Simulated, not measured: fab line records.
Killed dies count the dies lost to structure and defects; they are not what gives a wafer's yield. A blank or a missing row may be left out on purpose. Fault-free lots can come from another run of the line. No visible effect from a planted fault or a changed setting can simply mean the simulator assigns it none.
Which tool did it?	flow berkeleyCmos170	Sampling: 7 lots, 21 wafers, 3 of 331 route steps

## WHAT THE GAUGES READ, wafer by wafer
UCB170_WELLDRIVE_THK_MEAS_02.
lot	measured	on	WELLDRIVE_OXIDE_THK (nm)
L540	day 3 22:31	filmMetro-01	198.1 198.1 198.4
L541	day 4 14:29	filmMetro-03	198.9 203.5 201.6
L544	day 5 02:43	filmMetro-01	195.4 199.0 195.3
L548	day 5 09:05	filmMetro-01	192.4 194.3 193.3
L550	day 5 22:31	filmMetro-01	184.7 185.1 188.4
L552	day 6 11:22	filmMetro-02	199.6 204.7 201.8
L558	day 7 14:18	filmMetro-03	199.0 197.4 198.6

## EACH LOT AND THE TOOL THAT RAN IT (in order: tool; ch and the chambers of the sampled wafers; start)
lot	UCB170_PWELL_ETCH_14	UCB170_WELLDRIVE_OXIDATION_01
L540	rieDiel-02 ch 0,3, day 3 11:40	furnace-04 ch 0, day 3 19:01
L541	rieDiel-04 ch 0,2, day 4 02:14	furnace-04 ch 0, day 4 10:59
L544	rieDiel-02 ch 0,1, day 4 14:28	furnace-03 ch 0, day 4 23:12
L548	rieDiel-02 ch 0,2, day 4 22:18	furnace-04 ch 0, day 5 05:31
L550	rieDiel-03 ch 1,2,3, day 5 13:25	furnace-04 ch 0, day 5 19:01
L552	rieDiel-04 ch 0,2, day 5 21:28	furnace-01 ch 0, day 6 07:52
L558	rieDiel-04 ch 2,3, day 7 01:58	furnace-03 ch 0, day 7 10:47
- UCB170_PWELL_ETCH_14: etches Si3N4 in CH3F/Ar/O2, stops on SiO2, target depth 242 nm, time 151 s.
- UCB170_WELLDRIVE_OXIDATION_01: target thk 199 nm, ox time 9000 s.

## THE ANSWER, worked out from the rows above alone
Rule: usual is defined by the lots themselves. Put in order of their means at a reading, lots are off if they are a third of the lots or fewer, leave a main group of 4 or more, and stand apart from it by a gap of 3 or more times the standard deviation of the main group's means; of several such gaps the widest counts. If all means in a main group match to the digits the tables above print for the reading, that group is not used. A lot without any number at a reading at which 4 lots or more have one is off too. Any other lot the step has rows for is counted as sound.
Across all readings shown, no lot is off: no conclusion can be drawn from this.

## WHAT THE SIMULATOR PUT IN
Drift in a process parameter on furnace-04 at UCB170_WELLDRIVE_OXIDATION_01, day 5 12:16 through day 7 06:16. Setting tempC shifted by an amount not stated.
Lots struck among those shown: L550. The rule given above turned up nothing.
